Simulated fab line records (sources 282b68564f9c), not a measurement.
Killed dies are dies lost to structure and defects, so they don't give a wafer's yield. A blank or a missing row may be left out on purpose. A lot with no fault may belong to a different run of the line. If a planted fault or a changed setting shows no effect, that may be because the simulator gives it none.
fab line records ; flow rit-cmos
record lots=6; wafers=18; last-day=7
route steps=202 shown CONTACT@168 M1@184
lots with no fault: from the same line, run without faults
start-h: hours from the record's first day to the start of the lot's first wafer shown ; wait-h: hours from the lot's prior step to this one ; " repeats the value in the row above ; L1.1+2: one row covering several wafers at once ; - value missing, or start not given ; * or withheld: withheld ; < > ~ a bound
route shown NAME@n: names a module that has steps shown in the file, with the first one's number in the route ; usual: average and standard deviation across the fault-free wafers ; same: alike in all rows ; chamber/n: place in a boat ; sites: readings site by site ; _std_site: how widely they spread, as a standard deviation ; _edge_site: the outer-site mean with the inner-site mean subtracted ; radius-mm: how far each site lies from the wafer's centre ; mask NAME#n: copy n ; behind: the last tool/chamber to shape the wafer ; hold: cause of the lot's hold/its duration in hours/its outcome ; device: whichever transistor did not switch (one of n, p or np) ; end of line: the route-end tests of the same wafers ; a step with no rows: only its recipe ; killed: dies that structure and defects cost at the first sort, which is not the same as the wafer's yield ; map: a wafer's dies, x killed, . not, _ none there
set.NAME: the run value of the setting; set.NAME@STEP: its run value at that earlier step ; model.NAME: the simulator's own value behind a step, which no gauge read
lots at selected steps of the route; one table per step, one row per wafer
services: the hour from which a tool's chamber was out of use, counted from the record's first day as start-h (under 0 if before that day), plus the number of hours and why
## steps
# step RIT_CONTACT_CVD_00
# recipe material=SiO2; target-thk-nm=400; precursor=TEOS; temp-c=390; time-s=61; rf-w=400
# usual heater-power-w=305/62
lot.wafer;tool;chamber;start-h;wait-h;heater-power-w;since-wet-clean-h
L703.2;pecvd-04;2;108.37;0.0;301;1445
L703.3;pecvd-04;1;108.37;0.0;233;1445
L703.5;pecvd-04;2;108.37;0.0;213;-
L706.1;pecvd-04;1;121.69;0.1;214;1458
L706.2;pecvd-04;2;121.69;0.1;241;1458
L706.5;pecvd-04;1;121.69;0.1;222;-
L708.1;pecvd-02;1;132.14;0.1;288;1078
L708.2;pecvd-02;0;132.14;0.1;322;1078
L708.5;pecvd-02;1;132.14;0.1;308;-
L709.4;pecvd-04;2;136.21;0.0;268;-
L709.5;pecvd-04;0;136.21;0.0;421;-
L709.6;pecvd-04;1;136.21;0.0;213;-
L711.1;pecvd-02;1;145.96;0.1;301;1092
L711.3;pecvd-02;2;145.96;0.1;263;-
L711.5;pecvd-02;1;145.96;0.1;325;-
L712.3;pecvd-04;0;151.08;0.0;459;1487
L712.4;pecvd-04;1;151.08;0.0;215;-
L712.5;pecvd-04;0;151.08;0.0;458;-
# step RIT_CONTACT_THK_MEAS_01
# recipe reads=SiO2_of_CONTACT_CVD_00
# usual CONTACT_TEOS_THK=397/4.9
lot.wafer;tool;chamber;start-h;wait-h;CONTACT_TEOS_THK[nm]
L703.2;film-metro-03;-;108.43;0.0;392
L703.3;film-metro-03;-;108.43;0.0;390
L703.5;film-metro-03;-;108.43;0.0;402
L706.1;film-metro-03;-;121.74;0.0;391
L706.2;film-metro-03;-;121.74;0.0;397
L706.5;film-metro-03;-;121.74;0.0;399
L708.1;film-metro-03;-;132.19;0.0;394
L708.2;film-metro-03;-;132.19;0.0;397
L708.5;film-metro-03;-;132.19;0.0;405
L709.4;film-metro-04;-;136.27;0.0;402
L709.5;film-metro-04;-;136.27;0.0;408
L709.6;film-metro-04;-;136.27;0.0;404
L711.1;film-metro-04;-;146.04;0.1;394
L711.3;film-metro-04;-;146.04;0.1;396
L711.5;film-metro-04;-;146.04;0.1;397
L712.3;film-metro-03;-;151.16;0.0;399
L712.4;film-metro-03;-;151.16;0.0;398
L712.5;film-metro-03;-;151.16;0.0;406
# step RIT_CONTACT_HMDS_02
# recipe prime-time-s=60; prime-temp-c=140
# step RIT_CONTACT_COAT_03
# recipe resist=NOVOLAK; spin-rpm=3250; resist-thk-nm=982.9
# step RIT_CONTACT_SOFTBAKE_04
# recipe resist=NOVOLAK; temp-c=90; time-s=60
# step RIT_CONTACT_EXPOSE_05
# recipe mask-id=M11; na=0.6; source-shape=conventional; sigma-outer=0.5; target-cd-nm=1000; dose-mj=250
# step RIT_CONTACT_PEB_06
# recipe resist=NOVOLAK; temp-c=withheld; time-s=withheld
# step RIT_CONTACT_DEVELOP_07
# recipe resist=NOVOLAK; develop-time-s=120; dev-temp-c=23
# step RIT_CONTACT_CD_MEAS_08
# recipe target-cd-nm=1000
# usual cd-nm=999.1/2.5
lot.wafer;tool;chamber;start-h;wait-h;cd-nm
L703.2;cd-sem-02;-;109.57;-;1000.1
L703.3;cd-sem-02;-;109.57;-;999.3
L703.5;cd-sem-02;-;109.57;-;997.4
L706.1;cd-sem-02;-;122.76;-;999.0
L706.2;cd-sem-02;-;122.76;-;1001.6
L706.5;cd-sem-02;-;122.76;-;999.8
L708.1;cd-sem-02;-;133.22;-;1001.3
L708.2;cd-sem-02;-;133.22;-;1000.2
L708.5;cd-sem-02;-;133.22;-;999.1
L709.4;cd-sem-02;-;137.36;-;996.8
L709.5;cd-sem-02;-;137.36;-;996.3
L709.6;cd-sem-02;-;137.36;-;995.9
L711.1;cd-sem-02;-;147.25;-;1001.8
L711.3;cd-sem-02;-;147.25;-;1002.3
L711.5;cd-sem-02;-;147.25;-;1002.4
L712.3;cd-sem-02;-;152.33;-;997.8
L712.4;cd-sem-02;-;152.33;-;1000.6
L712.5;cd-sem-02;-;152.33;-;1001.7
# step RIT_CONTACT_OVL_MEAS_09
# usual CONTACT_OVL=0.9/1.5
lot.wafer;tool;chamber;start-h;wait-h;CONTACT_OVL[nm]
L703.2;overlay-01;-;109.67;0.1;0.5
L703.3;overlay-01;-;109.67;0.1;-0.3
L703.5;overlay-01;-;109.67;0.1;0.4
L706.1;overlay-02;-;122.88;0.1;2.0
L706.2;overlay-02;-;122.88;0.1;0.3
L706.5;overlay-02;-;122.88;0.1;-1.2
L708.1;overlay-02;-;133.34;0.1;1.8
L708.2;overlay-02;-;133.34;0.1;1.2
L708.5;overlay-02;-;133.34;0.1;0.2
L709.4;overlay-02;-;137.44;0.1;-0.5
L709.5;overlay-02;-;137.44;0.1;0.8
L709.6;overlay-02;-;137.44;0.1;-1.0
L711.1;overlay-01;-;147.37;0.1;-0.9
L711.3;overlay-01;-;147.37;0.1;-1.5
L711.5;overlay-01;-;147.37;0.1;-2.3
L712.3;overlay-02;-;152.42;0.1;1.1
L712.4;overlay-02;-;152.42;0.1;2.1
L712.5;overlay-02;-;152.42;0.1;0.3
# step RIT_CONTACT_HARDBAKE_10
# recipe resist=NOVOLAK; temp-c=140; time-s=60
# step RIT_CONTACT_ETCH_11
# recipe target-depth-a=4800; over-etch-frac=0.2; stop-on=TiSi2; chemistry=CHF3/CF4/Ar; target=SiO2; CHF3_flow_sccm=50; cf4-flow-sccm=10; Ar_flow_sccm=100; O2_flow_sccm=5; pressure-mtorr=100; rf-w=200; time-s=320
# usual drypump-motor-current-A=5.9/0.52; oes-product-au=0.982/0.019; throttle-valve-pct=8.86/0.14
# same over-etch-frac=0.2
lot.wafer;tool;chamber;start-h;wait-h;drypump-motor-current-A;oes-product-au;rf-hours-counter-h;throttle-valve-pct
L703.2;rie-diel-03;1;109.85;0.1;5.9;1.019;2;8.85
L703.3;rie-diel-03;2;109.85;0.1;6.7;0.965;21;8.88
L703.5;rie-diel-03;2;109.85;0.1;6.6;0.970;-;8.86
L706.1;rie-diel-01;3;123.07;0.1;5.6;0.978;8;8.81
L706.2;rie-diel-01;0;123.07;0.1;6.5;0.973;73;8.57
L706.5;rie-diel-01;1;123.07;0.1;5.8;1.005;-;8.96
L708.1;rie-diel-02;1;133.52;0.1;5.4;0.997;7;8.75
L708.2;rie-diel-02;0;133.52;0.1;6.5;0.969;4;9.07
L708.5;rie-diel-02;0;133.52;0.1;6.4;0.971;-;9.06
L709.4;rie-diel-03;1;137.61;0.1;5.9;1.020;3;8.85
L709.5;rie-diel-03;3;137.61;0.1;6.5;0.965;-;8.71
L709.6;rie-diel-03;0;137.61;0.1;5.7;0.967;-;9.06
L711.1;rie-diel-02;3;147.56;0.1;5.1;1.007;128;8.97
L711.3;rie-diel-02;1;147.56;0.1;5.4;1.001;8;8.76
L711.5;rie-diel-02;1;147.56;0.1;5.4;0.992;-;8.77
L712.3;rie-diel-01;0;152.59;0.1;6.5;0.976;73;8.59
L712.4;rie-diel-01;2;152.59;0.1;5.3;0.982;121;8.69
L712.5;rie-diel-01;1;152.59;0.1;5.8;1.011;-;8.96
# step RIT_CONTACT_STRIP_12
# recipe chemistry=O2; time-s=180; resist=NOVOLAK; platen-temp-c=withheld; power-w=500; pressure-mtorr=4000; o2-flow-sccm=4000
# usual drypump-motor-current-A=5.6/0.39
lot.wafer;tool;chamber;start-h;wait-h;drypump-motor-current-A;rf-hours-counter-h
L703.2;plasma-asher-01;1;110.05;0.1;6.0;48
L703.3;plasma-asher-01;1;110.05;0.1;6.0;-
L703.5;plasma-asher-01;0;110.05;0.1;5.0;-
L706.1;plasma-asher-03;1;123.26;0.1;5.7;52
L706.2;plasma-asher-03;0;123.26;0.1;5.8;52
L706.5;plasma-asher-03;1;123.26;0.1;5.7;-
L708.1;plasma-asher-03;1;133.72;0.1;5.7;54
L708.2;plasma-asher-03;0;133.72;0.1;5.7;54
L708.5;plasma-asher-03;0;133.72;0.1;5.8;-
L709.4;plasma-asher-03;0;137.86;0.2;5.8;-
L709.5;plasma-asher-03;0;137.86;0.2;5.8;-
L709.6;plasma-asher-03;1;137.86;0.2;5.7;-
L711.1;plasma-asher-01;0;147.75;0.1;5.1;54
L711.3;plasma-asher-01;0;147.75;0.1;5.0;-
L711.5;plasma-asher-01;0;147.75;0.1;5.1;-
L712.3;plasma-asher-03;0;152.85;0.2;5.8;-
L712.4;plasma-asher-03;1;152.85;0.2;5.7;-
L712.5;plasma-asher-03;1;152.85;0.2;5.7;-
# step RIT_CONTACT_CD_MEAS_90
# recipe target-cd-nm=1000
# usual cd-nm=999.2/2.5
lot.wafer;tool;chamber;start-h;wait-h;cd-nm
L703.2;cd-sem-01;-;110.24;0.1;999.7
L703.3;cd-sem-01;-;110.24;0.1;999.5
L703.5;cd-sem-01;-;110.24;0.1;996.9
L706.1;cd-sem-01;-;123.44;0.1;999.1
L706.2;cd-sem-01;-;123.44;0.1;1002.2
L706.5;cd-sem-01;-;123.44;0.1;1000.5
L708.1;cd-sem-01;-;133.89;0.1;1001.0
L708.2;cd-sem-01;-;133.89;0.1;1000.7
L708.5;cd-sem-01;-;133.89;0.1;999.4
L709.4;cd-sem-01;-;138.03;0.1;996.4
L709.5;cd-sem-01;-;138.03;0.1;996.8
L709.6;cd-sem-01;-;138.03;0.1;996.1
L711.1;cd-sem-01;-;147.93;0.1;1002.4
L711.3;cd-sem-01;-;147.93;0.1;1002.1
L711.5;cd-sem-01;-;147.93;0.1;1001.7
L712.3;cd-sem-02;-;153.00;0.1;998.1
L712.4;cd-sem-02;-;153.00;0.1;1000.7
L712.5;cd-sem-02;-;153.00;0.1;1001.7
# step RIT_CONTACT_CLEAN_13
# recipe chemistry=SC1; mix=3:3:50; time-s=600; temp-c=75
# step RIT_CONTACT_CLEAN_14
# recipe chemistry=SC2; mix=3:3:50; time-s=600; temp-c=75; dry=n2-spin
# step RIT_M1_SPUTTER_00
# recipe material=Al; target-thk-nm=400; power-w=1952; chamber-pressure-pa=0.4; gas=Ar; time-s=500; substrate-temp-c=25
# usual throttle-valve-pct=29.2/0.79
lot.wafer;tool;chamber;start-h;wait-h;throttle-valve-pct
L703.2;pvd-sputter-02;-;110.69;0.0;30.5
L703.3;pvd-sputter-02;-;110.69;0.0;29.3
L703.5;pvd-sputter-02;-;110.69;0.0;30.0
L706.1;pvd-sputter-04;-;123.91;0.0;28.6
L706.2;pvd-sputter-04;-;123.91;0.0;28.2
L706.5;pvd-sputter-04;-;123.91;0.0;28.8
L708.1;pvd-sputter-04;-;134.38;0.0;28.5
L708.2;pvd-sputter-04;-;134.38;0.0;28.9
L708.5;pvd-sputter-04;-;134.38;0.0;28.2
L709.4;pvd-sputter-02;-;138.44;0.0;30.3
L709.5;pvd-sputter-02;-;138.44;0.0;30.1
L709.6;pvd-sputter-02;-;138.44;0.0;30.3
L711.1;pvd-sputter-02;-;148.41;0.0;30.0
L711.3;pvd-sputter-02;-;148.41;0.0;29.6
L711.5;pvd-sputter-02;-;148.41;0.0;30.1
L712.3;pvd-sputter-04;-;153.43;0.0;28.8
L712.4;pvd-sputter-04;-;153.43;0.0;28.1
L712.5;pvd-sputter-04;-;153.43;0.0;29.0
# step RIT_M1_RS_MEAS_01
# recipe thk-meas-gauge=four-point-probe; reads=Al_of_M1_SPUTTER_00
# usual M1_AL_RS=0.0755/0.00076
lot.wafer;tool;chamber;start-h;wait-h;M1_AL_RS[ohm/sq]
L703.2;film-metro-01;-;111.01;0.2;0.0746
L703.3;film-metro-01;-;111.01;0.2;0.0757
L703.5;film-metro-01;-;111.01;0.2;0.0748
L706.1;film-metro-02;-;124.20;0.1;0.0761
L706.2;film-metro-02;-;124.20;0.1;0.0744
L706.5;film-metro-02;-;124.20;0.1;0.0755
L708.1;film-metro-01;-;134.67;0.1;0.0754
L708.2;film-metro-01;-;134.67;0.1;0.0755
L708.5;film-metro-01;-;134.67;0.1;0.0744
L709.4;film-metro-04;-;138.80;0.2;0.0767
L709.5;film-metro-04;-;138.80;0.2;0.0760
L709.6;film-metro-04;-;138.80;0.2;0.0759
L711.1;film-metro-04;-;148.71;0.1;0.0745
L711.3;film-metro-04;-;148.71;0.1;0.0763
L711.5;film-metro-04;-;148.71;0.1;0.0747
L712.3;film-metro-02;-;153.77;0.2;0.0764
L712.4;film-metro-02;-;153.77;0.2;0.0756
L712.5;film-metro-02;-;153.77;0.2;0.0758
# step RIT_M1_THK_MEAS_02
# recipe thk-meas-gauge=xrf; reads=Al_of_M1_SPUTTER_00
# usual M1_AL_THK=384/5.1
lot.wafer;tool;chamber;start-h;wait-h;M1_AL_THK[nm]
L703.2;film-metro-01;-;111.12;0.1;390
L703.3;film-metro-01;-;111.12;0.1;389
L703.5;film-metro-01;-;111.12;0.1;393
L706.1;film-metro-02;-;124.32;0.1;378
L706.2;film-metro-02;-;124.32;0.1;388
L706.5;film-metro-02;-;124.32;0.1;382
L708.1;film-metro-01;-;134.79;0.1;384
L708.2;film-metro-01;-;134.79;0.1;384
L708.5;film-metro-01;-;134.79;0.1;391
L709.4;film-metro-04;-;138.89;0.1;377
L709.5;film-metro-04;-;138.89;0.1;381
L709.6;film-metro-04;-;138.89;0.1;380
L711.1;film-metro-04;-;148.83;0.1;390
L711.3;film-metro-04;-;148.83;0.1;381
L711.5;film-metro-04;-;148.83;0.1;389
L712.3;film-metro-02;-;153.87;0.1;376
L712.4;film-metro-02;-;153.87;0.1;379
L712.5;film-metro-02;-;153.87;0.1;377
# step RIT_M1_HMDS_03
# recipe prime-time-s=60; prime-temp-c=140
# step RIT_M1_COAT_04
# recipe resist=NOVOLAK; spin-rpm=2000; resist-thk-nm=1300
# step RIT_M1_SOFTBAKE_05
# recipe resist=NOVOLAK; temp-c=90; time-s=60
# step RIT_M1_EXPOSE_06
# recipe mask-id=M12; na=0.6; source-shape=conventional; sigma-outer=0.5; target-cd-nm=2600; dose-mj=250
# step RIT_M1_PEB_07
# recipe resist=NOVOLAK; temp-c=withheld; time-s=withheld
# step RIT_M1_DEVELOP_08
# recipe resist=NOVOLAK; develop-time-s=65.25; dev-temp-c=23
# step RIT_M1_CD_MEAS_09
# recipe target-cd-nm=2600
# usual cd-nm=2600.6/2.1
lot.wafer;tool;chamber;start-h;wait-h;cd-nm
L703.2;cd-sem-02;-;112.07;-;2599.3
L703.3;cd-sem-02;-;112.07;-;2599.0
L703.5;cd-sem-02;-;112.07;-;2598.9
L706.1;cd-sem-01;-;125.39;-;2599.0
L706.2;cd-sem-01;-;125.39;-;2600.8
L706.5;cd-sem-01;-;125.39;-;2597.8
L708.1;cd-sem-02;-;135.86;-;2601.0
L708.2;cd-sem-02;-;135.86;-;2598.7
L708.5;cd-sem-02;-;135.86;-;2601.3
L709.4;cd-sem-01;-;139.98;-;2599.7
L709.5;cd-sem-01;-;139.98;-;2599.7
L709.6;cd-sem-01;-;139.98;-;2599.5
L711.1;cd-sem-01;-;149.77;-;2599.8
L711.3;cd-sem-01;-;149.77;-;2602.3
L711.5;cd-sem-01;-;149.77;-;2602.6
L712.3;cd-sem-01;-;154.95;-;2601.2
L712.4;cd-sem-01;-;154.95;-;2603.0
L712.5;cd-sem-01;-;154.95;-;2601.0
# step RIT_M1_OVL_MEAS_10
# usual M1_OVL=0.4/1.5
lot.wafer;tool;chamber;start-h;wait-h;M1_OVL[nm]
L703.2;overlay-01;-;112.17;0.1;1.9
L703.3;overlay-01;-;112.17;0.1;-0.3
L703.5;overlay-01;-;112.17;0.1;1.4
L706.1;overlay-02;-;125.51;0.1;2.4
L706.2;overlay-02;-;125.51;0.1;1.3
L706.5;overlay-02;-;125.51;0.1;1.4
L708.1;overlay-02;-;135.98;0.1;1.7
L708.2;overlay-02;-;135.98;0.1;2.4
L708.5;overlay-02;-;135.98;0.1;1.4
L709.4;overlay-02;-;140.06;0.1;-1.2
L709.5;overlay-02;-;140.06;0.1;1.4
L709.6;overlay-02;-;140.06;0.1;1.0
L711.1;overlay-02;-;149.89;0.1;-1.1
L711.3;overlay-02;-;149.89;0.1;-0.2
L711.5;overlay-02;-;149.89;0.1;-1.4
L712.3;overlay-02;-;155.04;0.1;-0.4
L712.4;overlay-02;-;155.04;0.1;2.5
L712.5;overlay-02;-;155.04;0.1;-0.2
# step RIT_M1_HARDBAKE_11
# recipe resist=NOVOLAK; temp-c=140; time-s=120
# step RIT_M1_METAL_ETCH_12
# recipe stop-on=SiO2; chemistry=Cl2/BCl3; target=Al; time-s=165; over-etch-frac=0.5; pressure-mtorr=100; target-depth-a=6000; rf-w=250; Cl2_flow_sccm=60; bcl3-flow-sccm=50
# usual drypump-motor-current-A=5.24/0.3; oes-product-au=0.771/0.016; throttle-valve-pct=8.24/0.11
# same over-etch-frac=0.5
lot.wafer;tool;chamber;start-h;wait-h;drypump-motor-current-A;oes-product-au;rf-hours-counter-h;throttle-valve-pct
L703.2;rie-metal-03;1;112.69;0.2;5.75;0.769;34;8.38
L703.3;rie-metal-03;0;112.69;0.2;4.89;0.738;-;8.31
L703.5;rie-metal-03;1;112.69;0.2;5.76;0.762;-;8.38
L706.1;rie-metal-03;1;125.79;0.2;5.74;0.767;35;8.39
L706.2;rie-metal-03;0;125.79;0.2;4.90;0.743;39;8.31
L706.5;rie-metal-03;1;125.79;0.2;5.75;0.774;-;8.38
L708.1;rie-metal-04;0;136.29;0.2;4.84;0.762;1;8.05
L708.2;rie-metal-04;1;136.29;0.2;5.50;0.792;1;8.19
L708.5;rie-metal-04;0;136.29;0.2;4.84;0.768;-;8.05
L709.4;rie-metal-01;1;140.38;0.1;5.22;0.761;-;8.31
L709.5;rie-metal-01;0;140.38;0.1;5.30;0.768;-;8.26
L709.6;rie-metal-01;1;140.38;0.1;5.21;0.764;-;8.33
L711.1;rie-metal-01;0;150.17;0.2;5.32;0.775;5;8.27
L711.3;rie-metal-01;0;150.17;0.2;5.31;0.763;-;8.25
L711.5;rie-metal-01;0;150.17;0.2;5.31;0.785;-;8.27
L712.3;rie-metal-04;0;155.37;0.2;4.81;0.764;-;8.04
L712.4;rie-metal-04;1;155.37;0.2;5.50;0.799;-;8.19
L712.5;rie-metal-04;0;155.37;0.2;4.81;0.775;-;8.03
# step RIT_M1_STRIP_13
# recipe chemistry=nmp; resist=NOVOLAK; temp-c=80; time-s=600; dry=n2-spin
# step RIT_M1_STRIP_14
# recipe chemistry=O2; time-s=180; platen-temp-c=withheld; power-w=500; pressure-mtorr=4000; o2-flow-sccm=4000
# usual drypump-motor-current-A=5.6/0.46
lot.wafer;tool;chamber;start-h;wait-h;drypump-motor-current-A;rf-hours-counter-h
L703.2;plasma-asher-01;0;113.03;0.0;5.0;49
L703.3;plasma-asher-01;1;113.03;0.0;6.0;-
L703.5;plasma-asher-01;1;113.03;0.0;6.0;-
L706.1;plasma-asher-04;1;126.13;0.0;6.0;1
L706.2;plasma-asher-04;0;126.13;0.0;5.1;1
L706.5;plasma-asher-04;1;126.13;0.0;6.0;-
L708.1;plasma-asher-01;0;136.64;0.0;5.0;53
L708.2;plasma-asher-01;1;136.64;0.0;6.0;53
L708.5;plasma-asher-01;0;136.64;0.0;5.0;-
L709.4;plasma-asher-01;0;140.73;0.1;5.0;-
L709.5;plasma-asher-01;1;140.73;0.1;6.0;-
L709.6;plasma-asher-01;0;140.73;0.1;5.0;-
L711.1;plasma-asher-02;1;150.51;0.0;6.1;26
L711.3;plasma-asher-02;1;150.51;0.0;6.1;-
L711.5;plasma-asher-02;0;150.51;0.0;5.7;-
L712.3;plasma-asher-01;1;155.71;0.1;6.0;-
L712.4;plasma-asher-01;0;155.71;0.1;5.0;-
L712.5;plasma-asher-01;0;155.71;0.1;5.0;-
# step RIT_M1_CD_MEAS_90
# recipe target-cd-nm=2600
# usual cd-nm=2601/3.3
lot.wafer;tool;chamber;start-h;wait-h;cd-nm
L703.2;cd-sem-01;-;113.22;0.1;2600
L703.3;cd-sem-01;-;113.22;0.1;2597
L703.5;cd-sem-01;-;113.22;0.1;2598
L706.1;cd-sem-01;-;126.31;0.1;2600
L706.2;cd-sem-01;-;126.31;0.1;2599
L706.5;cd-sem-01;-;126.31;0.1;2599
L708.1;cd-sem-02;-;136.82;0.1;2603
L708.2;cd-sem-02;-;136.82;0.1;2599
L708.5;cd-sem-02;-;136.82;0.1;2604
L709.4;cd-sem-01;-;140.90;0.1;2602
L709.5;cd-sem-01;-;140.90;0.1;2601
L709.6;cd-sem-01;-;140.90;0.1;2600
L711.1;cd-sem-01;-;150.69;0.1;2602
L711.3;cd-sem-01;-;150.69;0.1;2605
L711.5;cd-sem-01;-;150.69;0.1;2605
L712.3;cd-sem-01;-;155.87;0.1;2603
L712.4;cd-sem-01;-;155.87;0.1;2603
L712.5;cd-sem-01;-;155.87;0.1;2604
# step RIT_M1_ANNEAL_15
# recipe temp-c=450; time-s=1800; ambient=forming_gas_H2N2
# step RIT_M1_BOW_MEAS_16
# recipe mode=bow
# usual M1_BOW=17/6.3
lot.wafer;tool;chamber;start-h;wait-h;M1_BOW[um]
L703.2;film-metro-04;-;115.48;0.0;13
L703.3;film-metro-04;-;115.48;0.0;13
L703.5;film-metro-04;-;115.48;0.0;20
L706.1;film-metro-04;-;127.93;0.0;22
L706.2;film-metro-04;-;127.93;0.0;22
L706.5;film-metro-04;-;127.93;0.0;24
L708.1;film-metro-02;-;138.44;0.0;15
L708.2;film-metro-02;-;138.44;0.0;14
L708.5;film-metro-02;-;138.44;0.0;18
L709.4;film-metro-04;-;142.55;0.1;15
L709.5;film-metro-04;-;142.55;0.1;16
L709.6;film-metro-04;-;142.55;0.1;12
L711.1;film-metro-01;-;153.55;0.0;22
L711.3;film-metro-01;-;153.55;0.0;23
L711.5;film-metro-01;-;153.55;0.0;28
L712.3;film-metro-01;-;157.75;0.0;17
L712.4;film-metro-01;-;157.75;0.0;35
L712.5;film-metro-01;-;157.75;0.0;22
# step RIT_M1_PROBE_99
# usual killed-at-contacts=0.1/0.26; killed-at-front-end=7/3.2; killed-dies=7/3.2; killed-on-rim=1.6/1.2; killed-open=3.2/2.1; killed-short=3.7/2.1
# same gross-dies=264; killed_at_M0_to_M3=0; killed_at_M4_up=0; killed-at-back-side=0; killed-at-other=0
lot.wafer;tool;chamber;start-h;wait-h;killed-at-contacts;killed-at-front-end;killed-dies;killed-on-rim;killed-open;killed-short
L703.2;prober-01;-;115.63;0.1;0;9;9;3;3;6
L703.3;prober-01;-;115.68;0.2;1;7;8;4;4;3
L703.5;prober-01;-;115.78;0.2;0;1;1;0;1;0
L709.4;prober-01;-;142.76;0.2;0;6;6;1;2;4
L709.5;prober-01;-;142.81;0.2;0;6;6;1;5;1
L709.6;prober-01;-;142.86;0.2;19;9;28;12;5;4
L711.1;prober-01;-;153.67;0.1;0;11;11;1;5;6
L712.3;prober-02;-;157.93;0.2;0;6;6;0;4;2
L712.4;prober-02;-;157.98;0.2;22;4;26;11;1;3
L712.5;prober-02;-;158.03;0.2;19;5;24;8;4;1
# killed by level:class
L703.2 GATE:geometric-particle:open=2 GATE:geometric-particle:short=2 REOX:geometric-particle:short=2 ACTIVE:geometric-particle:short=1 FOX1:geometric-particle:short=1 REOX:geometric-particle:open=1
L703.3 GATE:geometric-particle:open=2 GATE:geometric-particle:short=2 REOX:geometric-particle:open=1 SILICIDE:geometric-particle:short=1 CONTACT:geometric-particle:open=1 NWELL:coat-microbubble-printed=1
L703.5 SPACER:geometric-particle:open=1
L709.4 GATE:geometric-particle:short=2 SILICIDE:geometric-particle:open=2 SPACER:geometric-particle:short=1 SILICIDE:geometric-particle:short=1
L709.5 GATE:geometric-particle:open=3 SILICIDE:geometric-particle:open=2 SILICIDE:geometric-particle:short=1
L709.6 CONTACT:unspecified=19 GATE:geometric-particle:short=2 SPACER:geometric-particle:open=2 GATE:geometric-particle:open=1 REOX:geometric-particle:short=1 REOX:geometric-particle:open=1 SILICIDE:geometric-particle:short=1 SILICIDE:geometric-particle:open=1
L711.1 GATE:geometric-particle:open=4 GATE:geometric-particle:short=3 FOX2:geometric-particle:open=1 REOX:geometric-particle:short=1 SPACER:geometric-particle:short=1 SILICIDE:geometric-particle:short=1
L712.3 GATE:geometric-particle:open=2 FOX1:geometric-particle:short=1 FOX1:geometric-particle:open=1 SPACER:geometric-particle:open=1 SILICIDE:geometric-particle:short=1
L712.4 CONTACT:unspecified=22 GATE:geometric-particle:short=1 REOX:geometric-particle:short=1 SPACER:geometric-particle:open=1 SPACER:geometric-particle:short=1
L712.5 CONTACT:unspecified=19 GATE:geometric-particle:open=2 SPACER:geometric-particle:open=2 SPACER:geometric-particle:short=1
# map L709.6 (x killed, . not)
________......._______
_____.............____
____.x..........xx.___
___.................__
__..................._
__..................._
_....x..xx.......x....
_.....................
_.....................
_.....................
__.xxx..............._
__xxxxx.............x_
___xxxxx............__
____xxxx...........___
_____xxx..........____
________......._______
# map L712.4 (x killed, . not)
________......._______
_____.............____
____...x...........___
___.................__
__.................x._
__..................._
_.....................
_.....................
_........x............
_.....................
__xxxx..............._
__xxxxxx.......x....._
___xxxx.............__
____xxxxx..........___
_____xxx..........____
________......._______
## services
tool;chamber;start-h;hours;kind
rie-diel-02;2;89.08;3.8;repair
rie-diel-01;0;91.52;3.6;repair
plasma-asher-02;-;92.79;55.8;repair
pecvd-02;-;95.61;0.9;repair
plasma-asher-04;-;108.92;9.0;pm
plasma-asher-04;0;108.92;9.0;vent-cycle
plasma-asher-04;1;108.92;9.0;vent-cycle
pecvd-02;1;116.75;3.9;repair
plasma-asher-04;0;117.92;-;clean
plasma-asher-04;1;117.92;-;clean
rie-diel-02;-;120.74;2.8;pm
rie-metal-03;-;136.12;20.0;pm
rie-metal-03;0;136.12;20.0;vent-cycle
rie-metal-03;1;136.12;20.0;vent-cycle
pecvd-04;-;137.66;0.8;repair
pecvd-02;0;139.44;9.6;repair
rie-diel-02;0;145.76;7.4;repair
pecvd-02;-;151.24;1.5;repair
plasma-asher-02;-;155.35;1.5;repair
## key
first-sign step=RIT_M1_PROBE_99; reading=killed-at-contacts; direction=up; sigmas=20; usual=0.1; struck=20
effect step=RIT_M1_PROBE_99; reading=killed-dies; direction=up; sigmas=5.9; usual=7; struck=26
met-at RIT_CONTACT_STRIP_12
struck-wafers L709.6,L712.4,L712.5
tester-left-out L709,L712
onset-between 133.72 137.86
fault kind=chamber-particle-source; tool=plasma-asher-03; chamber=1; onset-h=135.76; steps=RIT_CONTACT_STRIP_12; rate-per-visit-cm2=0.5765; end-h=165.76
# tester-left-out: of these lots the tester's yield and bins aren't shown, on N5 and GAA mostly nor the transistor test; their killed dies are dies lost to structure and defects alone, not to doping, threshold or leakage, so they don't give the yield
